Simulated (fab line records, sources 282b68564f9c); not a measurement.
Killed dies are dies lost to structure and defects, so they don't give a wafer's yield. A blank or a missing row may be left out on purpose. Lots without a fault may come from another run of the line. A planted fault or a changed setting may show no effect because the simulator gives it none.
Which tool did it? | flow rit_cmos | 15 lots, 45 wafers sampled, at 2 steps of a route of 202

WHAT THE GAUGES READ, wafer by wafer
The record holds no reading of a measuring or inspecting step that can be judged against a usual standard deviation.

WHICH TOOL RAN EACH LOT (tool, then ch and the chambers of the sampled wafers, then the start)
lot  | RIT_ACTIVE_CLEAN_17            | RIT_M1_PROBE_99
L656 | wet_bench-04 ch 1, day 1 16:58 | prober-01, day 3 12:57
L658 | wet_bench-02 ch 3, day 2 01:21 | prober-01, day 4 01:43
L660 | wet_bench-01 ch 3, day 2 11:32 | prober-02, day 4 05:57
L662 | wet_bench-04 ch 3, day 2 21:27 | prober-02, day 4 16:49
L666 | wet_bench-02 ch 2, day 3 17:41 | prober-02, day 5 10:46
L667 | wet_bench-04 ch 0, day 3 22:20 | prober-01, day 5 19:47
L668 | wet_bench-02 ch 2, day 4 03:20 | prober-02, day 6 00:08
L669 | wet_bench-01 ch 0, day 4 09:32 | prober-01, day 6 03:40
L670 | wet_bench-04 ch 0, day 4 13:21 | prober-02, day 6 09:48
L671 | wet_bench-01 ch 1, day 4 19:09 | prober-01, day 6 12:49
L674 | wet_bench-01 ch 0, day 5 12:37 | prober-02, day 7 09:35
L675 | wet_bench-01 ch 2, day 5 14:28 | prober-01, day 7 10:53
L676 | wet_bench-01 ch 3, day 5 19:27 | prober-02, day 7 12:26
L677 | wet_bench-01 ch 3, day 6 00:27 | prober-01, day 7 18:07
L678 | wet_bench-02 ch 0, day 6 05:30 | prober-02, day 7 23:55
- RIT_ACTIVE_CLEAN_17: cleans in SC2, time 600 s.
- RIT_M1_PROBE_99

WHAT THE TOOLS THEMSELVES READ (means of the sampled wafers that have a number; where no wafer has one, the mark that the record gives instead)
RIT_ACTIVE_CLEAN_17. Usual: bath_heat_duty_pct 15.7 %, standard deviation 2.7.
lot  | tool         | bath_heat_duty_pct (%) | flag
L656 | wet_bench-04 | 15.6                   |
L658 | wet_bench-02 | 16.0                   |
L660 | wet_bench-01 | 11.1                   |
L662 | wet_bench-04 | 18.6                   |
L666 | wet_bench-02 | 17.8                   |
L667 | wet_bench-04 | 15.8                   |
L668 | wet_bench-02 | 18.4                   |
L669 | wet_bench-01 | 16.6                   |
L670 | wet_bench-04 | 15.9                   |
L671 | wet_bench-01 | 14.9                   |
L674 | wet_bench-01 | 16.4                   |
L675 | wet_bench-01 | 20.3                   |
L676 | wet_bench-01 | 11.0                   |
L677 | wet_bench-01 | 11.4                   |
L678 | wet_bench-02 | 17.0                   |

RIT_M1_PROBE_99. Usual: killed_at_M0_to_M3 0.0, standard deviation 0.12; killed_at_contacts 0.1, standard deviation 0.31; killed_at_front_end 7, standard deviation 3.2; killed_dies 7, standard deviation 3.2; killed_on_rim 1.8, standard deviation 1.3; killed_open 3.6, standard deviation 2.1; killed_short 3.5, standard deviation 2.1.
lot  | tool      | killed_at_M0_to_M3 | killed_at_contacts | killed_at_front_end | killed_dies | killed_on_rim | killed_open | killed_short | flag
L656 | prober-01 | 0.0                | 0.0                | 4                   | 4           | 1.3           | 2.0         | 2.3          |
L658 | prober-01 | 0.0                | 0.0                | 12                  | 12          | 2.7           | 5.7         | 5.7          |
L660 | prober-02 | 0.0                | 0.0                | 7                   | 7           | 3.3           | 3.7         | 3.7          |
L662 | prober-02 | 0.0                | 0.0                | 4                   | 4           | 1.3           | 1.7         | 2.3          |
L666 | prober-02 | 0.0                | 0.3                | 11                  | 12          | 3.3           | 6.0         | 5.7          |
L667 | prober-01 | 0.0                | 0.0                | 5                   | 5           | 1.0           | 3.3         | 2.0          |
L668 | prober-02 | 0.0                | 0.0                | 7                   | 7           | 1.3           | 3.7         | 3.3          |
L669 | prober-01 | 0.0                | 0.0                | 7                   | 7           | 1.3           | 2.3         | 4.7          |
L670 | prober-02 | 0.0                | 0.0                | 8                   | 8           | 3.0           | 4.7         | 3.3          |
L671 | prober-01 | 0.0                | 0.0                | 6                   | 6           | 2.7           | 3.3         | 2.7          |
L674 | prober-02 | 0.0                | 0.0                | 7                   | 7           | 1.0           | 2.7         | 4.7          |
L675 | prober-01 | 0.0                | 0.0                | 28                  | 28          | 9.7           | 4.3         | 3.7          | OFF
L676 | prober-02 | 0.0                | 0.0                | 33                  | 33          | 7.7           | 0.7         | 4.3          | OFF
L677 | prober-01 | 0.3                | 0.7                | 35                  | 36          | 8.7           | 4.7         | 2.7          | OFF
L678 | prober-02 | 0.0                | 0.3                | 5                   | 5           | 0.7           | 2.7         | 2.3          |

THE ANSWER, worked out from the rows above alone
Rule: a lot is off if the mean of its wafers that have a number lies more than 3 standard deviations from the usual mean. A lot without any number at a reading at which 4 lots or more have one is off too. The other lots that the step has rows for count as sound. The gauges are gone through in route order, then the tools' own readings, and for those a lot's mean is taken as printed above. The first step at which some lot is off is used, and at that step the reading that is off furthest; a lot without a number counts as furthest.
Off: L675, L676, L677, at RIT_M1_PROBE_99 (killed_dies).
A tool fits if, at that step or a process step before it, it ran every lot that is off, and no sound lot after the first of them. One fits: wet_bench-01 at RIT_ACTIVE_CLEAN_17. Its last sound lot is L674 (day 5 12:37), its first lot that is off L675 (day 5 14:28): a fault that began between those two fits.

WHAT THE SIMULATOR HAD PUT IN
Chamber particle source: wet_bench-01, from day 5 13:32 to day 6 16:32, at RIT_ACTIVE_CLEAN_17. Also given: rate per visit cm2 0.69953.
Lots struck among those shown: L675, L676, L677. The rule above found the same.
